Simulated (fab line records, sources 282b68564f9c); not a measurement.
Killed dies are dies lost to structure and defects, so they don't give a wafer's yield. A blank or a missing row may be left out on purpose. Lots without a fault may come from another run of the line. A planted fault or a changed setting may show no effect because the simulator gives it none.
A struck lot beside a sound one | flow rit_cmos | 17 steps out of a route of 202
Sound: wafers L411.3, L411.5, L411.6. Struck: wafers L421.3, L421.4, L421.6. The cause comes at the end.
At each step with rows: each side's tool, then ch and its chambers, then its first start. Under that, the readings that differ: sound wafers | struck wafers | difference of the means | sigmas: that difference in standard deviations of wafers without a fault.
alike: readings whose means differ by less than 2 such deviations, and words and numbers that are the same on both sides. not compared: withheld readings, readings that some wafer has no value for, bounds like >300 that may hide the same value, and numbers for which the record gives no deviation and whose values overlap.
The two part at a step that has a row with sigmas, a row that says differs or no value, or rows on one side only. Numbers that don't overlap but have no deviation are shown without sigmas and don't part them. A reading that every wafer of one side lacks parts them only if that side has two wafers or more.

first, 2 steps without rows for these wafers: RIT_NRETRO_HARDBAKE_07 (time 120 s); RIT_NRETRO_IMPLANT_08.
RIT_NRETRO_STRIP_09: strips in O2, time 180 s.
  sound on plasma_asher-01 ch 0,1, day 3 09:17; struck on plasma_asher-01 ch 0,1, day 5 11:59
  alike: drypump_motor_current_A
  not compared: rf_hours_counter_h
RIT_NRETRO_TW_MEAS_10:
  sound on film_metro-02, day 3 09:25; struck on film_metro-03, day 5 12:07
  alike: NRETRO_TW
then, 6 steps without rows for these wafers: RIT_PRETRO_HMDS_00 (prime time 60 s); RIT_PRETRO_COAT_01 (resist thk 1300 nm); RIT_PRETRO_SOFTBAKE_02 (time 60 s); RIT_PRETRO_EXPOSE_03 (exposes mask M5, target cd 43700 nm); RIT_PRETRO_PEB_04; RIT_PRETRO_DEVELOP_05 (develop time 68 s).
RIT_PRETRO_OVL_MEAS_06:
  sound on overlay-01, day 3 10:29; struck on overlay-01, day 5 13:11
  reading         | sound       | struck       | difference | sigmas
  PRETRO_OVL (nm) | 3.0 2.8 3.7 | 0.2 -1.4 1.6 | -3.0       | -2
then, 1 step without rows for these wafers: RIT_PRETRO_HARDBAKE_07 (time 120 s).
RIT_PRETRO_IMPLANT_08:
  sound on implanter-03 ch 0, day 3 10:48; struck on implanter-03 ch 0, day 5 13:31
  reading            | sound                         | struck                           | difference  | sigmas
  dose_ions_cm2      | 1.198e+13 1.197e+13 1.197e+13 | 2.2492e+13 2.2479e+13 2.2484e+13 | +1.0512e+13 | +99 or more
  faraday_current_uA | 38.2 37.3 38.4                | 72.4 73.6 71.0                   | +34.4       | +48
RIT_PRETRO_STRIP_09: strips in O2, time 180 s.
  sound on plasma_asher-01 ch 0,1, day 3 10:58; struck on plasma_asher-03 ch 0,1, day 5 13:40
  alike: drypump_motor_current_A
  not compared: rf_hours_counter_h
RIT_PRETRO_TW_MEAS_10:
  sound on film_metro-02, day 3 11:06; struck on film_metro-02, day 5 13:48
  reading   | sound       | struck      | difference | sigmas
  PRETRO_TW | 472 473 473 | 577 574 574 | +102       | +31
then, 1 step without rows for these wafers: RIT_GATE_WET_ETCH_00 (etches SiO2 in BOE, target depth 56 nm, time 60 s).
RIT_M1_PROBE_99:
  sound on prober-02, day 4 16:08; struck on prober-01, day 6 18:32
  reading                             | sound             | struck            | difference | sigmas
  model.etest.nmos_0p3.r_on_ohm_um    | 2206 2205 2179    | 2610 2565 2594    | +393       |
  model.etest.nmos_0p15.r_on_ohm_um   | 1186 1150 1150    | 1256 1259 1267    | +99        |
  model.etest.nmos_turned.drive_ua_um | 299.3 298.1 314.7 | 229.2 225.2 223.5 | -78.1      |
  model.etest.nmos_0p15.drive_ua_um   | 445.5 443.9 457.9 | 369.4 366.7 366.9 | -81.4      |
  model.etest.nmos_0p3.drive_ua_um    | 222.9 216.8 225.6 | 160.1 164.3 163.9 | -59.0      |
  model.etest.nmos_narrow.drive_ua_um | 226.6 217.3 225.8 | 161.5 164.6 163.8 | -59.9      |
  model.etest.pwell_pinched.rs_ohm_sq | 466.1 453.2 461.8 | 449.5 440 438.1   | -17.8      |
  model.etest.ring.delay_ps           | 28.83 28.07 27.98 | 30.24 30.64 30.89 | +2.30      |
  alike: killed_at_front_end, killed_dies, killed_open, killed_short

WHERE THEY PART
First at RIT_PRETRO_OVL_MEAS_06; last, within this record, at RIT_PRETRO_TW_MEAS_10. Later steps at which nothing parts them and some readings are alike: RIT_M1_PROBE_99.

WHY: what the simulator had put in
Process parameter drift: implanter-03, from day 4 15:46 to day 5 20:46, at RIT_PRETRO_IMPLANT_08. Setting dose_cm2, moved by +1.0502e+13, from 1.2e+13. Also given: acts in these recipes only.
